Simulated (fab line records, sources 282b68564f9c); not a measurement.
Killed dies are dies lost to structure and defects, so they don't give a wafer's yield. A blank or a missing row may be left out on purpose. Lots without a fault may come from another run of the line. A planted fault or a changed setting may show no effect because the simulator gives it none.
fab line records | flow rit_cmos
record lots=14 wafers=42 last_day=7
route steps=202 shown SPACER@128
lots that met no fault: from a run of the same line without faults
start_h: hours from the record's first day to the start of the lot's first wafer shown | wait_h: hours since the lot's step before | " the same as in the row above | L1.1+2: a row that stands for several wafers | - no value, or no start given | * or withheld: withheld | < > ~ a bound
route shown NAME@n: a module of which the file shows steps, and the number in the route of the first | usual: mean/standard deviation of fault-free wafers | same: alike in all rows | chamber/n: place in a boat | sites: the reading at each site | _std_site: their standard deviation | _edge_site: outer sites' mean less inner sites' | radius_mm: how far each site lies from the wafer's centre | mask NAME#n: copy n | behind: the tool/chamber that last shaped the wafer | hold: why the lot was held/for how many hours/how that ended | device: the transistor (n, p or np) that didn't switch | end of line: the same wafers' tests at the end of the route | a step without rows: its recipe alone | killed: dies lost to structure and defects at the first sort, not the wafer's yield | map: a wafer's dies, x killed, . not, _ none there
set.NAME: the setting as run; set.NAME@STEP: as run at that earlier step | model.NAME: the simulator's own value behind a step, which no gauge read
steps of the route over a sample of lots; a table a step, a row a wafer
services: from which hour (start_h, from the record's first day; less than 0 if before it) a tool's chamber was out of use, for how many hours, and why
## steps
# step RIT_SPACER_CVD_03
# recipe material=Si3N4 target_thk_nm=250 temp_c=810 precursor=SiH2Cl2/NH3 time_s=3300 pressure_mtorr=300 sih2cl2_flow_sccm=60 nh3_flow_sccm=150
# usual nh3_flow_sccm=150.0/0.42
# columns lot.wafer tool chamber start_h wait_h nh3_flow_sccm
L439.1 lpcvd-02 1 48.14 0.0 150.0
L439.2 " 1 " " 150.0
L439.4 " 1 " " 150.4
L440.1 lpcvd-02 0 55.20 0.0 149.7
L440.2 " 0 " " 149.6
L440.4 " 0 " " 149.9
L441.1 lpcvd-02 1 60.44 0.0 150.2
L441.3 " 1 " " 150.3
L441.5 " 1 " " 150.2
L442.1 lpcvd-01 1 65.72 0.0 150.3
L442.3 " 1 " " 149.8
L442.6 " 1 " " 149.3
L443.3 lpcvd-02 1 69.31 0.0 150.0
L443.4 " 1 " " 149.7
L443.6 " 1 " " 149.3
L444.1 lpcvd-01 1 73.82 0.0 150.7
L444.2 " 1 " " 150.9
L444.4 " 1 " " 150.4
L445.2 lpcvd-01 1 81.50 0.0 149.6
L445.3 " 1 " " 149.6
L445.6 " 1 " " 150.4
L447.1 lpcvd-02 1 88.19 0.0 149.4
L447.3 " 1 " " 149.9
L447.6 " 1 " " 149.5
L449.1 lpcvd-01 1 100.22 0.0 149.6
L449.5 " 1 " " 149.1
L449.6 " 1 " " 150.3
L450.1 lpcvd-01 1 104.09 0.0 149.8
L450.5 " 1 " " 150.2
L450.6 " 1 " " 150.3
L451.3 lpcvd-02 0 108.89 0.0 225.2
L451.4 " 0 " " 225.4
L451.5 " 0 " " 225.1
L452.3 lpcvd-02 0 115.56 0.0 224.8
L452.4 " 0 " " 225.1
L452.6 " 0 " " 224.9
L459.1 lpcvd-01 0 152.87 0.0 150.5
L459.4 " 0 " " 150.4
L459.6 " 0 " " 150.9
L461.2 lpcvd-01 1 165.78 0.0 150.2
L461.5 " 1 " " 149.6
L461.6 " 1 " " 149.5
# step RIT_SPACER_THK_MEAS_04
# recipe reads=Si3N4_of_SPACER_CVD_03
# usual SPACER_NITRIDE_THK=250.7/2.8
# columns lot.wafer tool chamber start_h wait_h SPACER_NITRIDE_THK[nm]
L439.1 film_metro-01 - 51.02 0.0 250.9
L439.2 " - " " 250.3
L439.4 " - " " 251.2
L440.1 film_metro-04 - 57.11 0.0 249.4
L440.2 " - " " 250.3
L440.4 " - " " 250.3
L441.1 film_metro-01 - 62.35 0.0 251.4
L441.3 " - " " 252.2
L441.5 " - " " 252.4
L442.1 film_metro-04 - 68.60 0.0 252.7
L442.3 " - " " 251.0
L442.6 " - " " 249.5
L443.3 film_metro-02 - 71.24 0.0 248.2
L443.4 " - " " 249.7
L443.6 " - " " 249.6
L444.1 film_metro-04 - 75.74 0.0 252.9
L444.2 " - " " 252.7
L444.4 " - " " 251.5
L445.2 film_metro-04 - 83.44 0.0 249.9
L445.3 " - " " 249.4
L445.6 " - " " 251.9
L447.1 film_metro-04 - 90.11 0.0 253.7
L447.3 " - " " 250.7
L447.6 " - " " 254.1
L449.1 film_metro-01 - 103.10 0.0 252.2
L449.5 " - " " 253.4
L449.6 " - " " 252.7
L450.1 film_metro-04 - 106.01 0.0 252.9
L450.5 " - " " 254.7
L450.6 " - " " 254.6
L451.3 film_metro-01 - 110.83 0.0 340.5
L451.4 " - " " 337.6
L451.5 " - " " 340.3
L452.3 film_metro-02 - 117.50 0.0 338.4
L452.4 " - " " 337.7
L452.6 " - " " 338.9
L459.1 film_metro-02 - 154.78 0.0 249.6
L459.4 " - " " 250.1
L459.6 " - " " 251.3
L461.2 film_metro-04 - 167.71 0.0 247.2
L461.5 " - " " 247.2
L461.6 " - " " 244.7
# step RIT_SPACER_ETCHBACK_05
# recipe target_depth_a=2500 SF6_flow_sccm=30 CHF3_flow_sccm=30 target=Si3N4 chemistry=SF6/CHF3 pressure_mtorr=40 rf_w=250 time_s=240 stop_on=SiO2
# usual drypump_motor_current_A=5.9/0.57 oes_product_au=0.849/0.017 throttle_valve_pct=10.25/0.15
# columns lot.wafer tool chamber start_h wait_h drypump_motor_current_A oes_product_au rf_hours_counter_h throttle_valve_pct
L439.1 rie_diel-02 2 51.08 0.1 6.4 0.874 136 10.49
L439.2 " 0 " " 5.4 0.855 80 9.97
L439.4 " 3 " " 5.9 0.856 79 10.03
L440.1 rie_diel-04 2 57.17 0.1 5.8 0.853 3 10.47
L440.2 " 0 " " 5.3 0.838 5 10.14
L440.4 " 3 " " 4.7 0.854 169 10.35
L441.1 rie_diel-03 2 62.41 0.1 5.7 0.829 60 10.16
L441.3 " 3 " " 6.6 0.864 150 10.12
L441.5 " 2 " " 5.7 0.823 - 10.16
L442.1 rie_diel-03 2 68.66 0.1 5.7 0.819 60 10.18
L442.3 " 1 " " 6.5 0.861 5 10.30
L442.6 " 2 " " 5.7 0.823 - 10.15
L443.3 rie_diel-04 0 71.28 0.0 5.3 0.830 6 10.15
L443.4 " 1 " " 6.7 0.848 - 10.24
L443.6 " 2 " " 5.8 0.865 - 10.48
L444.1 rie_diel-02 1 75.80 0.1 5.7 0.843 107 10.32
L444.2 " 3 " " 5.9 0.864 79 10.04
L444.4 " 0 " " 5.4 0.852 80 9.99
L445.2 rie_diel-03 3 83.49 0.0 6.6 0.849 150 10.12
L445.3 " 1 " " 6.5 0.840 5 10.31
L445.6 " 2 " " 5.7 0.827 - 10.16
L447.1 rie_diel-03 3 90.17 0.1 6.6 0.871 150 10.12
L447.3 " 1 " " 6.5 0.859 6 10.32
L447.6 " 2 " " 5.7 0.836 - 10.16
L449.1 rie_diel-03 3 103.16 0.1 6.6 0.865 150 10.12
L449.5 " 3 " " 6.6 0.862 - 10.12
L449.6 " 2 " " 5.7 0.829 - 10.16
L450.1 rie_diel-02 3 106.07 0.1 5.9 0.865 80 10.04
L450.5 " 2 " " 6.4 0.890 - 10.48
L450.6 " 3 " " 6.0 0.870 - 10.04
L451.3 rie_diel-02 1 110.87 0.0 5.7 1.003 108 10.38
L451.4 " 2 " " 6.4 1.011 137 10.55
L451.5 " 2 " " 6.4 1.006 - 10.56
L452.3 rie_diel-02 0 117.54 0.0 5.4 0.996 81 10.00
L452.4 " 1 " " 5.7 1.004 108 10.38
L452.6 " 1 " " 5.7 1.003 - 10.38
L459.1 rie_diel-04 2 154.84 0.1 5.8 0.858 5 10.48
L459.4 " 3 " " 4.6 0.857 1 10.34
L459.6 " 3 " " 4.6 0.849 - 10.33
L461.2 rie_diel-02 0 167.76 0.0 5.4 0.836 82 9.98
L461.5 " 2 " " 6.4 0.864 - 10.46
L461.6 " 1 " " 5.7 0.837 - 10.32
## services
# columns tool chamber start_h hours kind
rie_diel-03 - 27.62 14.6 pm
rie_diel-04 - 44.46 1.8 repair
rie_diel-04 3 58.87 - clean
rie_diel-04 3 58.87 18.7 scheduled_down
rie_diel-04 3 58.87 18.7 vent_cycle
rie_diel-02 3 89.32 9.2 repair
rie_diel-04 3 92.29 5.8 repair
rie_diel-04 2 105.54 3.2 repair
rie_diel-03 0 118.01 4.7 repair
rie_diel-03 3 119.72 3.0 repair
rie_diel-03 3 139.09 - clean
rie_diel-03 3 139.09 27.4 scheduled_down
rie_diel-03 3 139.09 27.4 vent_cycle
rie_diel-02 1 139.27 7.1 repair
## key
first_sign step=RIT_SPACER_CVD_03 reading=nh3_flow_sccm direction=up sigmas=99+ usual=150.0 struck=225.1
effect step=RIT_SPACER_THK_MEAS_04 reading=SPACER_NITRIDE_THK direction=up sigmas=31 usual=250.7 struck=338.9
effect step=RIT_SPACER_ETCHBACK_05 reading=oes_product_au direction=up sigmas=9.3 usual=0.849 struck=1.004
met_at RIT_SPACER_CVD_03
struck_lots L451,L452
rows_end L452.3,L452.4,L452.6
later_rows_left_out L451.3,L451.4,L451.5
sort_left_out L451.3,L451.4,L451.5
tester_left_out L451
onset_between 88.19 108.89
fault kind=process_parameter_drift tool=lpcvd-02 chamber=- onset_h=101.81 steps=RIT_SPACER_CVD_03 channel=nh3_flow_sccm offset=75 shape=step end_h=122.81 acts_in=these_recipes_only stated=150
# tester_left_out: of these lots the tester's yield and bins aren't shown, on N5 and GAA mostly nor the transistor test; their killed dies are dies lost to structure and defects alone, not to doping, threshold or leakage, so they don't give the yield
# sort_left_out: the simulated sort isn't trusted on such a fault, so these wafers' sort isn't shown, and their yield isn't known
# later_rows_left_out: the simulator's readings of these wafers behind a module that went badly wrong aren't trusted and aren't shown, but for the sort
# rows_end: these wafers met a further fault down the route, and their rows from its step on are left out
